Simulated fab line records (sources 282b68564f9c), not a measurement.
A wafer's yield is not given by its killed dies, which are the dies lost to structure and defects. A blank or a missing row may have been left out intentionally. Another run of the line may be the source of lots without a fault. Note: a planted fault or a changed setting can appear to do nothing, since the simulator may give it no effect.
Which of the tools did it? / flow rit-cmos / 21 wafers from 7 lots sampled at 2 of the route's 202 steps

== WHAT THE GAUGES READ, wafer by wafer ==
RIT_PLDD_TW_MEAS_10.
lot=L879; measured=day 3 01:58; on=film-metro-03; PLDD_TW=2350 2351 2358
lot=L881; measured=day 3 11:02; on=film-metro-03; PLDD_TW=2361 2347 2367
lot=L883; measured=day 3 21:02; on=film-metro-02; PLDD_TW=2336 2342 2351
lot=L885; measured=day 4 07:42; on=film-metro-04; PLDD_TW=2333 2336 2329
lot=L889; measured=day 5 03:26; on=film-metro-02; PLDD_TW=2714 2706 2723 2717 2724 2718
lot=L892; measured=day 5 17:38; on=film-metro-03; PLDD_TW=2711 2697 2705 2714 2716 2704
lot=L897; measured=day 6 17:41; on=film-metro-02; PLDD_TW=2355 2353 2358

== WHICH TOOL RAN EACH LOT (tool, then ch and the chambers of the sampled wafers, then the start) ==
lot=L879; RIT_PLDD_IMPLANT_08=implanter-04 ch 0, day 3 01:40
lot=L881; RIT_PLDD_IMPLANT_08=implanter-01 ch 0, day 3 10:44
lot=L883; RIT_PLDD_IMPLANT_08=implanter-03 ch 0, day 3 20:43
lot=L885; RIT_PLDD_IMPLANT_08=implanter-04 ch 0, day 4 07:25
lot=L889; RIT_PLDD_IMPLANT_08=implanter-04 ch 0, day 5 03:07
lot=L892; RIT_PLDD_IMPLANT_08=implanter-04 ch 0, day 5 17:19
lot=L897; RIT_PLDD_IMPLANT_08=implanter-03 ch 0, day 6 17:22
- RIT_PLDD_IMPLANT_08

== THE ANSWER, worked out from the rows above alone ==
Rule: usual is defined by the lots themselves. The widest of any qualifying gaps counts: lots, ordered by their means at a reading, are off when they make up no more than a third of the lots, leave a main group of 4 or more, and stand apart from it by 3 or more times the standard deviation of that group's means. If all means in a main group match to the digits the tables above print for the reading, that group is not used. Also off: a lot with no number at a reading for which 4 or more lots have one. Any other lot the step has rows for is counted as sound.
Off: at RIT_PLDD_TW_MEAS_10 (PLDD_TW), L889, L892. For the main group the mean is 2348 and the standard deviation 9.4.
If a tool, at a process step before that reading, ran all the lots that are off and no sound lot after the first of them, it fits. The gauges at RIT_PLDD_TW_MEAS_10 are tried like those tools. One fits: RIT_PLDD_IMPLANT_08 on implanter-04. A fault onset in the window from L885 (day 4 07:25, its last sound lot) to L889 (day 5 03:07, its first lot off) fits.

== WHAT HAD BEEN PUT IN BY THE SIMULATOR ==
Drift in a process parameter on implanter-04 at RIT_PLDD_IMPLANT_08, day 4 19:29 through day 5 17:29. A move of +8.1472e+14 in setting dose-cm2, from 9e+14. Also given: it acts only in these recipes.
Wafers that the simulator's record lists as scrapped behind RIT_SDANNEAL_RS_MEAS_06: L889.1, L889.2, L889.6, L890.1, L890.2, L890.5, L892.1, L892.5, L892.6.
Struck lots among those shown: L889, L892. The rule above reached the same finding.
